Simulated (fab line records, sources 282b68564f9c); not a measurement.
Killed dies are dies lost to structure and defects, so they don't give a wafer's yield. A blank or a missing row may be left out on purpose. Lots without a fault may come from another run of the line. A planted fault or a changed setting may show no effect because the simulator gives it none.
fab line records | flow rit_cmos | part 1 of 2: steps 1 to 28 of 39
record lots=5 wafers=15 last_day=7
route steps=202 shown ACTIVE@3 FOX1@20 FOX2@23 NWELL@28 PWELL@39
lots that met no fault: from a run of the same line without faults
start_h: hours from the record's first day to the start of the lot's first wafer shown | wait_h: hours since the lot's step before | " the same as in the row above | L1.1+2: a row that stands for several wafers | - no value, or no start given | * or withheld: withheld | < > ~ a bound
route shown NAME@n: a module of which the file shows steps, and the number in the route of the first | usual: mean/standard deviation of fault-free wafers | same: alike in all rows | chamber/n: place in a boat | sites: the reading at each site | _std_site: their standard deviation | _edge_site: outer sites' mean less inner sites' | radius_mm: how far each site lies from the wafer's centre | mask NAME#n: copy n | behind: the tool/chamber that last shaped the wafer | hold: why the lot was held/for how many hours/how that ended | device: the transistor (n, p or np) that didn't switch | end of line: the same wafers' tests at the end of the route | a step without rows: its recipe alone | killed: dies lost to structure and defects at the first sort, not the wafer's yield | map: a wafer's dies, x killed, . not, _ none there
set.NAME: the setting as run; set.NAME@STEP: as run at that earlier step | model.NAME: the simulator's own value behind a step, which no gauge read
lots at some steps of the route; a table a step, a row a wafer
services: from which hour (start_h, from the record's first day; less than 0 if before it) a tool's chamber was out of use, for how many hours, and why
## steps
# step RIT_ACTIVE_THK_MEAS_02
# recipe reads=SiO2_of_ACTIVE_OXIDATION_01
# usual ACTIVE_OXIDE_THK=44.9/0.75
# columns lot.wafer tool chamber start_h wait_h ACTIVE_OXIDE_THK[nm]
L075.1 film_metro-02 - 17.94 0.0 44.8
L075.2 " - " " 45.4
L075.5 " - " " 46.1
L081.3 film_metro-02 - 47.07 0.0 44.3
L081.4 " - " " 45.1
L081.6 " - " " 44.8
L087.3 film_metro-02 - 77.07 0.0 44.2
L087.4 " - " " 44.1
L087.6 " - " " 43.6
L093.2 film_metro-01 - 107.98 0.0 44.7
L093.4 " - " " 44.1
L093.5 " - " " 44.4
L097.3 film_metro-01 - 129.50 0.0 43.5
L097.4 " - " " 43.8
L097.5 " - " " 43.6
# step RIT_ACTIVE_CVD_03
# recipe material=Si3N4 target_thk_nm=150 temp_c=810 precursor=SiH2Cl2/NH3 time_s=1500 pressure_mtorr=300 sih2cl2_flow_sccm=60 nh3_flow_sccm=150
# columns lot.wafer tool chamber start_h wait_h
L075.1+2+5 lpcvd-01 1 18.00 0.1
L081.3+4+6 lpcvd-02 0 47.11 0.0
L087.3+4+6 lpcvd-01 0 77.11 0.0
L093.2+4+5 lpcvd-01 1 108.03 0.0
L097.3+4+5 lpcvd-01 0 129.54 0.0
# step RIT_ACTIVE_THK_MEAS_04
# recipe reads=Si3N4_of_ACTIVE_CVD_03
# usual ACTIVE_NITRIDE_THK=150.3/1.3
# columns lot.wafer tool chamber start_h wait_h ACTIVE_NITRIDE_THK[nm]
L075.1 film_metro-02 - 19.42 0.0 149.3
L075.2 " - " " 149.9
L075.5 " - " " 150.7
L081.3 film_metro-01 - 48.55 0.0 149.2
L081.4 " - " " 148.5
L081.6 " - " " 149.5
L087.3 film_metro-01 - 78.55 0.0 152.0
L087.4 " - " " 152.6
L087.6 " - " " 152.9
L093.2 film_metro-04 - 110.17 0.0 150.1
L093.4 " - " " 150.4
L093.5 " - " " 150.1
L097.3 film_metro-04 - 131.68 0.0 151.7
L097.4 " - " " 151.3
L097.5 " - " " 151.5
# step RIT_ACTIVE_HMDS_05
# recipe prime_time_s=60 prime_temp_c=140
# usual chill_plate_temp_C=23.01/0.1
# same prime_time_s=60
# columns lot.wafer tool chamber start_h wait_h chill_plate_temp_C
L075.1 litho_track-02 0 19.48 0.1 23.10
L075.2 " 0 " " 23.28
L075.5 " 0 " " 23.14
L081.3 litho_track-03 0 48.64 0.1 23.12
L081.4 " 0 " " 23.09
L081.6 " 0 " " 23.08
L087.3 litho_track-01 0 78.64 0.1 23.05
L087.4 " 0 " " 22.96
L087.6 " 0 " " 23.02
L093.2 litho_track-02 0 110.33 0.2 22.93
L093.4 " 0 " " 22.94
L093.5 " 0 " " 23.01
L097.3 litho_track-03 0 131.77 0.1 23.01
L097.4 " 0 " " 22.86
L097.5 " 0 " " 23.00
# step RIT_ACTIVE_COAT_06
# recipe resist=NOVOLAK spin_rpm=3250 resist_thk_nm=1000
# usual chill_plate_temp_C=22.99/0.11
# columns lot.wafer tool chamber start_h wait_h chill_plate_temp_C
L075.1 litho_track-02 0 19.63 0.1 23.04
L075.2 " 0 " " 23.02
L075.5 " 0 " " 23.07
L081.3 litho_track-03 0 48.79 0.1 23.08
L081.4 " 0 " " 23.20
L081.6 " 0 " " 23.22
L087.3 litho_track-01 0 78.79 0.1 23.00
L087.4 " 0 " " 22.88
L087.6 " 0 " " 23.03
L093.2 litho_track-02 0 110.48 0.1 23.01
L093.4 " 0 " " 22.94
L093.5 " 0 " " 22.82
L097.3 litho_track-03 0 131.92 0.1 23.01
L097.4 " 0 " " 22.97
L097.5 " 0 " " 23.11
# step RIT_ACTIVE_SOFTBAKE_07
# recipe resist=NOVOLAK temp_c=90 time_s=60
# usual chill_plate_temp_C=23.02/0.1
# columns lot.wafer tool chamber start_h wait_h chill_plate_temp_C
L075.1 litho_track-02 0 19.78 0.1 23.08
L075.2 " 0 " " 23.13
L075.5 " 0 " " 23.19
L081.3 litho_track-03 0 48.94 0.1 22.79
L081.4 " 0 " " 23.01
L081.6 " 0 " " 22.84
L087.3 litho_track-01 0 78.94 0.1 23.00
L087.4 " 0 " " 23.08
L087.6 " 0 " " 23.10
L093.2 litho_track-02 0 110.63 0.1 22.98
L093.4 " 0 " " 23.17
L093.5 " 0 " " 23.04
L097.3 litho_track-03 0 132.07 0.1 23.17
L097.4 " 0 " " 23.12
L097.5 " 0 " " 23.16
# step RIT_ACTIVE_EXPOSE_08
# recipe mask_id=M1 na=0.6 source_shape=conventional sigma_outer=0.6 target_cd_nm=1400 dose_mj=225
# usual exposure_dose_mJ_cm2=223.42/0.24
# columns lot.wafer tool chamber start_h wait_h mask exposure_dose_mJ_cm2
L075.1 iline_stepper-02 0 19.93 0.1 M1#0 223.33
L075.2 " 0 " " M1#0 223.48
L075.5 " 0 " " M1#0 223.53
L081.3 iline_stepper-01 0 49.20 0.2 M1#0 223.48
L081.4 " 0 " " M1#0 223.55
L081.6 " 0 " " M1#0 223.49
L087.3 iline_stepper-01 0 79.08 0.1 M1#0 222.91
L087.4 " 0 " " M1#0 223.24
L087.6 " 0 " " M1#0 223.21
L093.2 iline_stepper-02 0 110.90 0.2 M1#0 223.46
L093.4 " 0 " " M1#0 223.32
L093.5 " 0 " " M1#0 223.31
L097.3 iline_stepper-01 0 132.34 0.2 M1#0 223.17
L097.4 " 0 " " M1#0 223.41
L097.5 " 0 " " M1#0 223.33
# step RIT_ACTIVE_PEB_09
# recipe resist=NOVOLAK temp_c=withheld time_s=withheld
# usual chill_plate_temp_C=*
# columns lot.wafer tool chamber start_h wait_h chill_plate_temp_C
L075.1 litho_track-03 0 20.05 0.1 *
L075.2 " 0 " " *
L075.5 " 0 " " *
L081.3 litho_track-01 0 49.33 0.1 *
L081.4 " 0 " " *
L081.6 " 0 " " *
L087.3 litho_track-01 0 79.21 0.1 *
L087.4 " 0 " " *
L087.6 " 0 " " *
L093.2 litho_track-02 0 111.03 0.1 *
L093.4 " 0 " " *
L093.5 " 0 " " *
L097.3 litho_track-03 0 132.46 0.1 *
L097.4 " 0 " " *
L097.5 " 0 " " *
# step RIT_ACTIVE_DEVELOP_10
# recipe resist=NOVOLAK develop_time_s=51 dev_temp_c=23
# usual chill_plate_temp_C=22.98/0.12 developer_temp_C=22.98/0.11
# columns lot.wafer tool chamber start_h wait_h chill_plate_temp_C developer_temp_C
L075.1 litho_track-03 0 - - 22.92 23.06
L075.2 " 0 " " 23.06 23.15
L075.5 " 0 " " 23.01 23.11
L081.3 litho_track-01 0 - - 23.21 23.18
L081.4 " 0 " " 23.21 23.04
L081.6 " 0 " " 23.16 23.07
L087.3 litho_track-01 0 - - 23.07 22.83
L087.4 " 0 " " 22.94 23.12
L087.6 " 0 " " 22.98 22.93
L093.2 litho_track-02 0 - - 22.83 22.92
L093.4 " 0 " " 22.88 22.83
L093.5 " 0 " " 22.90 22.97
L097.3 litho_track-03 0 - - 23.10 23.04
L097.4 " 0 " " 23.06 23.18
L097.5 " 0 " " 22.99 22.93
# step RIT_ACTIVE_CD_MEAS_11
# recipe target_cd_nm=1400
# usual cd_nm=1399.5/2.4
# columns lot.wafer tool chamber start_h wait_h cd_nm
L075.1 cd_sem-01 - 20.33 - 1396.7
L075.2 " - " " 1397.4
L075.5 " - " " 1399.7
L081.3 cd_sem-02 - 49.60 - 1404.3
L081.4 " - " " 1401.4
L081.6 " - " " 1401.5
L087.3 cd_sem-02 - 79.48 - 1399.6
L087.4 " - " " 1399.5
L087.6 " - " " 1396.6
L093.2 cd_sem-01 - 111.30 - 1399.5
L093.4 " - " " 1398.5
L093.5 " - " " 1399.0
L097.3 cd_sem-02 - 132.74 - 1400.6
L097.4 " - " " 1401.9
L097.5 " - " " 1401.6
# step RIT_ACTIVE_HARDBAKE_12
# recipe resist=NOVOLAK temp_c=140 time_s=60
# usual chill_plate_temp_C=23.01/0.12
# columns lot.wafer tool chamber start_h wait_h chill_plate_temp_C
L075.1 litho_track-02 0 20.45 0.1 22.92
L075.2 " 0 " " 22.84
L075.5 " 0 " " 22.92
L081.3 litho_track-02 0 49.73 0.1 23.04
L081.4 " 0 " " 23.15
L081.6 " 0 " " 22.98
L087.3 litho_track-03 0 79.87 0.4 23.05
L087.4 " 0 " " 23.11
L087.6 " 0 " " 23.18
L093.2 litho_track-02 0 111.43 0.1 22.92
L093.4 " 0 " " 22.95
L093.5 " 0 " " 22.85
L097.3 litho_track-02 0 132.87 0.1 22.85
L097.4 " 0 " " 23.05
L097.5 " 0 " " 22.95
# step RIT_ACTIVE_ETCH_13
# recipe stop_on=SiO2 chemistry=SF6 target=Si3N4 time_s=210 over_etch_frac=0.4 SF6_flow_sccm=200 pressure_mtorr=260 rf_w=125 target_depth_a=2100
# usual SF6_flow_sccm=200.0/0.59 drypump_motor_current_A=5.9/0.62 oes_product_au=0.819/0.01 rf_fwd_power_W=124.7/0.4 throttle_valve_pct=7.47/0.11
# columns lot.wafer tool chamber start_h wait_h SF6_flow_sccm drypump_motor_current_A oes_product_au rf_fwd_power_W rf_hours_counter_h throttle_valve_pct
L075.1 rie_diel-01 1 20.60 0.1 200.6 6.3 0.813 125.1 70 7.43
L075.2 " 0 " " 200.7 6.4 0.819 124.7 5 7.35
L075.5 " 1 " " 201.0 6.3 0.816 125.0 - 7.42
L081.3 rie_diel-01 2 49.83 0.1 200.1 6.4 0.820 124.3 6 7.46
L081.4 " 3 " " 200.1 4.8 0.822 124.7 80 7.32
L081.6 " 2 " " 199.7 6.4 0.829 124.0 - 7.46
L087.3 rie_diel-03 1 79.97 0.1 201.0 5.3 0.808 124.7 68 7.58
L087.4 " 2 " " 200.1 5.6 0.836 125.2 119 7.50
L087.6 " 3 " " 200.3 6.6 0.823 124.6 - 7.38
L093.2 rie_diel-01 3 111.55 0.1 198.7 4.8 0.811 124.8 82 7.30
L093.4 " 1 " " 200.4 6.3 0.815 125.0 71 7.41
L093.5 " 3 " " 199.9 4.8 0.818 125.0 - 7.32
L097.3 rie_diel-01 2 132.97 0.1 200.3 6.4 0.827 124.1 8 7.46
L097.4 " 3 " " 200.4 4.8 0.825 124.4 82 7.31
L097.5 " 0 " " 200.2 6.4 0.836 124.3 - 7.36
# step RIT_ACTIVE_STRIP_14
# recipe chemistry=O2 time_s=180 resist=NOVOLAK platen_temp_c=withheld power_w=500 pressure_mtorr=4000 o2_flow_sccm=4000
# usual drypump_motor_current_A=5.5/0.34
# columns lot.wafer tool chamber start_h wait_h drypump_motor_current_A rf_hours_counter_h
L075.1 plasma_asher-03 0 20.73 0.1 5.0 37
L075.2 " 1 " " 5.8 37
L075.5 " 0 " " 5.0 -
L081.3 plasma_asher-04 1 50.03 0.1 5.3 -
L081.4 " 0 " " 5.7 -
L081.6 " 1 " " 5.3 -
L087.3 plasma_asher-03 1 80.16 0.1 5.8 -
L087.4 " 0 " " 5.0 -
L087.6 " 1 " " 5.8 -
L093.2 plasma_asher-02 1 111.69 0.1 5.8 47
L093.4 " 1 " " 5.8 -
L093.5 " 1 " " 5.8 -
L097.3 plasma_asher-02 0 133.16 0.1 6.0 -
L097.4 " 1 " " 5.7 -
L097.5 " 1 " " 5.7 -
# step RIT_ACTIVE_CD_MEAS_90
# recipe target_cd_nm=1400
# usual cd_nm=1399.5/2.4
# columns lot.wafer tool chamber start_h wait_h cd_nm
L075.1 cd_sem-01 - 20.91 0.1 1397.4
L075.2 " - " " 1397.9
L075.5 " - " " 1399.8
L081.3 cd_sem-01 - 50.18 0.1 1404.2
L081.4 " - " " 1401.4
L081.6 " - " " 1400.8
L087.3 cd_sem-01 - 80.32 0.1 1399.6
L087.4 " - " " 1399.7
L087.6 " - " " 1396.8
L093.2 cd_sem-01 - 111.88 0.1 1399.7
L093.4 " - " " 1398.7
L093.5 " - " " 1398.7
L097.3 cd_sem-01 - 133.32 0.1 1400.3
L097.4 " - " " 1401.8
L097.5 " - " " 1401.7
# step RIT_ACTIVE_CLEAN_15
# recipe chemistry=SC1 mix=3:3:50 time_s=600 temp_c=75
# columns lot.wafer tool chamber start_h wait_h
L075.1+2+5 wet_bench-03 0 21.03 0.1
L081.3+4+6 wet_bench-04 3 50.26 0.1
L087.3+4+6 wet_bench-02 0 80.40 0.1
L093.2+4+5 wet_bench-02 1 111.98 0.1
L097.3+4+5 wet_bench-04 3 133.40 0.1
# step RIT_ACTIVE_CLEAN_16
# recipe chemistry=dHF dilution=50:1 time_s=30
# columns lot.wafer tool chamber start_h wait_h
L075.1+2+5 wet_bench-02 2 21.20 0.0
L081.3+4+6 wet_bench-02 1 50.45 0.0
L087.3+4+6 wet_bench-04 1 80.58 0.0
L093.2+4+5 wet_bench-04 3 112.16 0.0
L097.3+4+5 wet_bench-02 1 133.59 0.0
# step RIT_ACTIVE_CLEAN_17
# recipe chemistry=SC2 mix=3:3:50 time_s=600 temp_c=75 dry=n2_spin
# columns lot.wafer tool chamber start_h wait_h
L075.1+2+5 wet_bench-04 3 21.22 0.0
L081.3+4+6 wet_bench-03 2 50.47 0.0
L087.3+4+6 wet_bench-03 3 80.59 0.0
L093.2+4+5 wet_bench-03 3 112.18 0.0
L097.3+4+5 wet_bench-03 1 133.61 0.0
# step RIT_FOX1_OXIDATION_00
# recipe temp_c=1100 ambient=H2O target_thk_a=3507 p_h2o_torr=720 ox_time_s=1130
# columns lot.wafer tool chamber start_h wait_h
L075.1+2+5 furnace-03 0 21.40 0.0
L081.3+4+6 furnace-02 0 50.65 0.0
L087.3+4+6 furnace-03 0 81.14 0.4
L093.2+4+5 furnace-02 0 112.35 0.0
L097.3+4+5 furnace-02 0 133.78 0.0
# step RIT_FOX1_THK_MEAS_01
# recipe reads=SiO2_of_FOX1_OXIDATION_00
# usual FOX1_OXIDE_THK=347/5.7
# columns lot.wafer tool chamber start_h wait_h FOX1_OXIDE_THK[nm]
L075.1 film_metro-03 - 22.71 0.0 359
L075.2 " - " " 355
L075.5 " - " " 353
L081.3 film_metro-01 - 51.98 0.0 340
L081.4 " - " " 348
L081.6 " - " " 347
L087.3 film_metro-01 - 82.47 0.0 344
L087.4 " - " " 348
L087.6 " - " " 339
L093.2 film_metro-04 - 113.67 0.0 344
L093.4 " - " " 348
L093.5 " - " " 350
L097.3 film_metro-04 - 135.11 0.0 345
L097.4 " - " " 341
L097.5 " - " " 351
# step RIT_FOX1_WET_ETCH_02
# recipe chemistry=BOE target_depth_nm=350 time_s=390 temp_c=21.5 dry=n2_spin dilution=10:1 target=SiO2
# columns lot.wafer tool chamber start_h wait_h
L075.1+2+5 wet_bench-01 3 22.77 0.1
L081.3+4+6 wet_bench-01 0 52.02 0.0
L087.3+4+6 wet_bench-02 1 82.51 0.0
L093.2+4+5 wet_bench-01 0 113.72 0.0
L097.3+4+5 wet_bench-02 3 135.15 0.0
# step RIT_FOX2_OXIDATION_00
# recipe temp_c=1100 ambient=H2O target_thk_a=3507 p_h2o_torr=720 ox_time_s=1130
# columns lot.wafer tool chamber start_h wait_h
L075.1+2+5 furnace-02 0 22.89 0.0
L081.3+4+6 furnace-02 0 52.15 0.0
L087.3+4+6 furnace-04 0 82.76 0.1
L093.2+4+5 furnace-02 0 113.85 0.0
L097.3+4+5 furnace-02 0 135.28 0.0
# step RIT_FOX2_THK_MEAS_01
# recipe reads=SiO2_of_FOX2_OXIDATION_00
# usual FOX2_OXIDE_THK=350/5.9
# columns lot.wafer tool chamber start_h wait_h FOX2_OXIDE_THK[nm]
L075.1 film_metro-04 - 24.20 0.0 364
L075.2 " - " " 357
L075.5 " - " " 358
L081.3 film_metro-03 - 53.48 0.0 348
L081.4 " - " " 345
L081.6 " - " " 345
L087.3 film_metro-04 - 84.09 0.0 361
L087.4 " - " " 352
L087.6 " - " " 357
L093.2 film_metro-02 - 115.18 0.0 339
L093.4 " - " " 338
L093.5 " - " " 341
L097.3 film_metro-04 - 136.62 0.0 350
L097.4 " - " " 348
L097.5 " - " " 355
# step RIT_FOX2_CLEAN_02
# recipe chemistry=dHF dilution=50:1 time_s=173
# columns lot.wafer tool chamber start_h wait_h
L075.1+2+5 wet_bench-01 0 24.26 0.1
L081.3+4+6 wet_bench-04 3 53.52 0.0
L087.3+4+6 wet_bench-04 0 84.13 0.0
L093.2+4+5 wet_bench-01 2 115.23 0.0
L097.3+4+5 wet_bench-01 0 136.66 0.0
# step RIT_FOX2_WET_ETCH_03
# recipe chemistry=H3PO4 target=Si3N4 target_depth_nm=195 temp_c=165 time_s=2700
# columns lot.wafer tool chamber start_h wait_h
L075.1+2+5 wet_bench-04 0 24.32 0.0
L081.3+4+6 wet_bench-02 1 53.58 0.0
L087.3+4+6 wet_bench-02 3 84.19 0.0
L093.2+4+5 wet_bench-02 2 115.29 0.0
L097.3+4+5 wet_bench-04 0 136.73 0.0
# step RIT_FOX2_THK_MEAS_90
# recipe reads=SiO2_of_FOX2_OXIDATION_00
# usual FIELD_OXIDE_LEFT_1_THK=323/5.9
# columns lot.wafer tool chamber start_h wait_h FIELD_OXIDE_LEFT_1_THK[nm]
L075.1 film_metro-03 - 25.11 0.0 338
L075.2 " - " " 331
L075.5 " - " " 332
L081.3 film_metro-04 - 54.36 0.0 322
L081.4 " - " " 318
L081.6 " - " " 318
L087.3 film_metro-02 - 84.97 0.0 334
L087.4 " - " " 325
L087.6 " - " " 330
L093.2 film_metro-04 - 116.06 0.0 312
L093.4 " - " " 311
L093.5 " - " " 314
L097.3 film_metro-03 - 137.51 0.0 323
L097.4 " - " " 322
L097.5 " - " " 328
# step RIT_NWELL_HMDS_00
# recipe prime_time_s=60 prime_temp_c=140
# usual chill_plate_temp_C=22.99/0.1
# same prime_time_s=60
# columns lot.wafer tool chamber start_h wait_h chill_plate_temp_C
L075.1 litho_track-04 0 25.18 0.1 23.07
L075.2 " 0 " " 23.02
L075.5 " 0 " " 23.04
L081.3 litho_track-04 0 54.45 0.1 23.06
L081.4 " 0 " " 23.20
L081.6 " 0 " " 23.10
L087.3 litho_track-04 0 85.06 0.1 23.03
L087.4 " 0 " " 22.98
L087.6 " 0 " " 23.01
L093.2 litho_track-03 0 116.13 0.1 23.10
L093.4 " 0 " " 23.00
L093.5 " 0 " " 23.09
L097.3 litho_track-01 0 137.60 0.1 23.04
L097.4 " 0 " " 22.85
L097.5 " 0 " " 23.01
# step RIT_NWELL_COAT_01
# recipe resist=NOVOLAK spin_rpm=2000 resist_thk_nm=1300
# usual chill_plate_temp_C=23.02/0.1
# columns lot.wafer tool chamber start_h wait_h chill_plate_temp_C
L075.1 litho_track-04 0 25.32 0.1 23.06
L075.2 " 0 " " 23.15
L075.5 " 0 " " 23.06
L081.3 litho_track-04 0 54.60 0.1 22.89
L081.4 " 0 " " 22.97
L081.6 " 0 " " 22.92
L087.3 litho_track-04 0 85.21 0.1 23.01
L087.4 " 0 " " 22.99
L087.6 " 0 " " 22.94
L093.2 litho_track-03 0 116.28 0.1 23.11
L093.4 " 0 " " 23.17
L093.5 " 0 " " 23.10
L097.3 litho_track-01 0 137.75 0.1 23.04
L097.4 " 0 " " 23.08
L097.5 " 0 " " 23.23
# step RIT_NWELL_SOFTBAKE_02
# recipe resist=NOVOLAK temp_c=90 time_s=60
# usual chill_plate_temp_C=23.00/0.1
# columns lot.wafer tool chamber start_h wait_h chill_plate_temp_C
L075.1 litho_track-04 0 25.48 0.1 22.89
L075.2 " 0 " " 23.00
L075.5 " 0 " " 23.14
L081.3 litho_track-04 0 54.75 0.1 22.98
L081.4 " 0 " " 22.94
L081.6 " 0 " " 22.96
L087.3 litho_track-04 0 85.36 0.1 22.89
L087.4 " 0 " " 22.91
L087.6 " 0 " " 22.95
L093.2 litho_track-03 0 116.43 0.1 22.82
L093.4 " 0 " " 22.82
L093.5 " 0 " " 22.97
L097.3 litho_track-01 0 137.90 0.1 23.06
L097.4 " 0 " " 23.17
L097.5 " 0 " " 23.19
